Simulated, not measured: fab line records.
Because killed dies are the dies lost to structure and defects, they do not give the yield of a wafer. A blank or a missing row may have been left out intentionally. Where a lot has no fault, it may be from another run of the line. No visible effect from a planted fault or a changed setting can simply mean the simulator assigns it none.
Commonality check across tools ; flow berkeley_cmos170 ; Lots sampled 13, wafers sampled 37

== REASON FOR OPENING ==
Of 13 lots, 1 have the reading V1_TEOS_THK flagged at UCB170_V1_THK_MEAS_01. Wafers without a fault read 1996 nm, standard deviation 25.
Rule: a lot is flagged when every wafer of it that has a number lies more than 4 standard deviations from that mean, or none has a number. The other lots count as sound.

lot;measured;on;V1_TEOS_THK (nm), wafer by wafer;flag
L830;day 7 10:45;film_metro-04;1998 2040 2024;
L832;day 7 10:46;film_metro-01;1996 2003 2024;
L834;day 8 19:10;film_metro-02;1952 2014 2025;
L837;day 8 23:05;film_metro-04;1965 1993 1989;
L839;day 9 15:32;film_metro-04;2026 2015 2008;
L840;day 9 15:32;film_metro-01;1986 2042 2039;
L841;day 9 15:32;film_metro-02;1945 1976 1997;
L842;day 10 14:13;film_metro-02;1678;FLAGGED
L846;day 10 20:28;film_metro-02;1965 1967 1987;
L847;day 10 20:28;film_metro-04;2002 1990 2018;
L848;day 11 08:54;film_metro-04;1974 2020 1984;
L849;day 11 08:55;film_metro-02;1991 2024 2017;
L850;day 11 17:28;film_metro-04;1935 2010 1975;
The mean of the flagged lots' numbers is 1678 nm, -318 nm from the usual (-13 standard deviations).

== WHICH TOOL RAN EACH LOT ==
Before the reading, the record contains 2 process steps out of a 331-step route. Cell contents, in order: the tool; ch with the chambers the sampled wafers went through; the start.
lot;flag;UCB170_NSD_STRIP_09;UCB170_V1_CVD_00
L830;;plasma_asher-03 ch 0,1, day 6 20:48;pecvd-02 ch 0,1, day 7 10:35
L832;;plasma_asher-01 ch 0,1, day 6 21:11;pecvd-04 ch 1,2, day 7 10:35
L834;;plasma_asher-04 ch 0,1, day 8 02:11;pecvd-04 ch 0,1,2, day 8 19:01
L837;;plasma_asher-03 ch 0,1, day 8 09:25;pecvd-02 ch 0,1,2, day 8 22:55
L839;;plasma_asher-03 ch 0, day 9 01:16;pecvd-01 ch 0,1,2, day 9 15:22
L840;;plasma_asher-04 ch 0,1, day 9 01:43;pecvd-02 ch 0,1,2, day 9 15:22
L841;;plasma_asher-04 ch 0,1, day 9 00:25;pecvd-04 ch 0,1,2, day 9 15:22
L842;FLAGGED;plasma_asher-04 ch 1, day 9 12:25;pecvd-02 ch 0, day 10 14:06
L846;;plasma_asher-01 ch 0,1, day 10 05:43;pecvd-01 ch 0,1,2, day 10 20:19
L847;;plasma_asher-03 ch 0, day 10 05:22;pecvd-04 ch 0,2, day 10 20:19
L848;;plasma_asher-01 ch 1, day 10 17:56;pecvd-04 ch 1,2, day 11 08:44
L849;;plasma_asher-04 ch 0,1, day 10 18:14;pecvd-01 ch 0,2, day 11 08:44
L850;;plasma_asher-03 ch 0, day 11 04:05;pecvd-04 ch 1,2, day 11 17:16
What is done by these steps:
- UCB170_NSD_STRIP_09: strips in O2.
- UCB170_V1_CVD_00: deposits SiO2 from TEOS/O2, target thk 2000 nm, time 250 s.
- UCB170_V1_THK_MEAS_01

== FLAGGED OVER TOTAL, TOOL BY TOOL (the gauges that took the reading come last) ==
step;tool;lots run;flagged;share of the flagged lots;sound lots run after its first flagged lot
UCB170_NSD_STRIP_09;plasma_asher-01;3;0;none;-
UCB170_NSD_STRIP_09;plasma_asher-03;5;0;none;-
UCB170_NSD_STRIP_09;plasma_asher-04;5;1;all;1 (L849)
UCB170_V1_CVD_00;pecvd-01;3;0;none;-
UCB170_V1_CVD_00;pecvd-02;4;1;all;0
UCB170_V1_CVD_00;pecvd-04;6;0;none;-
UCB170_V1_THK_MEAS_01;film_metro-01;2;0;none;-
UCB170_V1_THK_MEAS_01;film_metro-02;5;1;all;2 (L846,L849)
UCB170_V1_THK_MEAS_01;film_metro-04;6;0;none;-

== WHAT IS ALLOWED BY THE TABLE ==
3 rows of the table ran every flagged lot: plasma_asher-04 at UCB170_NSD_STRIP_09, pecvd-02 at UCB170_V1_CVD_00, film_metro-02 at UCB170_V1_THK_MEAS_01.
- plasma_asher-04 at UCB170_NSD_STRIP_09 ran 5 lots, 1 of them flagged. Lots that were sound ran on it after the first flagged one (L849); a persistent fault on the entire tool would not allow that.
- pecvd-02 at UCB170_V1_CVD_00 ran 4 lots, 1 of them flagged. It ran its last sound lot, L840, at day 9 15:22 and its first flagged lot, L842, at day 10 14:06: a fault with its onset between the two fits. Its own readings lie more than 4 standard deviations out on every wafer of the flagged lots: run_length_s.
- film_metro-02 at UCB170_V1_THK_MEAS_01 ran 5 lots, 1 of them flagged. Lots that were sound ran on it after the first flagged one (L846, L849); a persistent fault on the entire tool would not allow that.
Just one tool remains: pecvd-02 at UCB170_V1_CVD_00.

== WHAT THE SIMULATOR PUT IN ==
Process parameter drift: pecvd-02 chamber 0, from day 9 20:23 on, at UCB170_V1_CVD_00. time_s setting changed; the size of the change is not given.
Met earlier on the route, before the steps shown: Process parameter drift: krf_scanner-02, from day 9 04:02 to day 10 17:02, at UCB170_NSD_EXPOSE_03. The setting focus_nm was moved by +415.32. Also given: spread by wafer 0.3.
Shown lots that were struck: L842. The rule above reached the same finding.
